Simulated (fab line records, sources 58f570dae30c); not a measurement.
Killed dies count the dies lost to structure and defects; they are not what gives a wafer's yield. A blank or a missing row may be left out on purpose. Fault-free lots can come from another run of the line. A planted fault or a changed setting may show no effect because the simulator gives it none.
Code-filled problem report in 8D (eight disciplines) form    flow berkeley-cmos170    the parts of the form that need people (team, actions taken, sign-off) are left out

1. WHAT WENT WRONG
Mean of oes-product-au at UCB170_SPACER_ETCHBACK_03: 0.771 a.u. across 6 wafers in 2 lots; on wafers with no fault it is 0.897 a.u. (standard deviation 0.015). That is -8.4 standard deviations from the usual mean.
The step: etches SiO2 in CHF3/CF4/Ar, stops on Si, target depth 376 nm, time 100 s.
First seen on wafer L497.1, day 12 07:44, on rie-diel-01. The record holds 42 wafers of 14 lots with a number at this step. By rule, "out" or "out of limits" means more than 4 standard deviations away from the usual mean. The rest of the wafers with a number are treated as sound.

2. WHAT IT IS AND WHAT IT IS NOT
question                     is                      is not
which readings at this step  oes-product-au          drypump-motor-current-A
which lots                   L496, L497              L475, L476, L477, L479, L480, L481, L482, L483, L484, L485, L487, L493
which wafers of those lots   all that have a number  -
read on which tools          rie-diel-01             rie-diel-03, rie-diel-04
when                         from day 12 07:44       up to then (36 sound wafers)

3. THE SUSPECTS, EACH WITH WHAT RULES IT OUT
Counting: any tool at a process step up to the reading is kept as a suspect provided that every lot that is out went through it and no sound lot did after the first of them.
- rie-diel-01 at UCB170_SPACER_ETCHBACK_03 (etches SiO2 in CHF3/CF4/Ar, stops on Si, target depth 376 nm, time 100 s): kept. It processed each lot that is out, first L497 at day 12 07:44, and no sound lot thereafter; up to then, the last sound lot it processed was L483 at day 10 02:43. Its own readings are out on those wafers: oes-product-au.
The count leaves rie-diel-01 at UCB170_SPACER_ETCHBACK_03.

4. THE CAUSE (what the simulator had put in)
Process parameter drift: rie-diel-01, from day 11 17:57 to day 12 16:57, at UCB170_SPACER_ETCHBACK_03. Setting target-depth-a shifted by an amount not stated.
Only this tool survived the counting.

5. THE CHAIN OF EFFECTS, in route order
One row per reading whose mean, taken over the struck wafers that have a number, lies over 3 standard deviations from the usual. Only readings for which the record gives a usual standard deviation are gone through. hours: the time from each lot's start at the first step in this table that gives one to its start at this step, as a median over the lots. sigmas: the change in usual standard deviations.
hours  step                       reading         usual       on struck wafers  change  sigmas
0      UCB170_SPACER_ETCHBACK_03  oes-product-au  0.897 a.u.  0.771             -0.126  -8.4
The process steps in it:
- UCB170_SPACER_ETCHBACK_03: etches SiO2 in CHF3/CF4/Ar, stops on Si, target depth 376 nm, time 100 s.
Later measuring or inspecting steps at which every struck wafer that the step has a row for has a number for every such reading, and none has moved that far: UCB170_SDANNEAL_RS_MEAS_03, UCB170_SILICIDE_RS_MEAS_02.

6. WHAT WOULD HAVE CAUGHT IT SOONER
In this record no reading fell out of limits until day 12 07:44, 14 hours after the fault had begun at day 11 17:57.
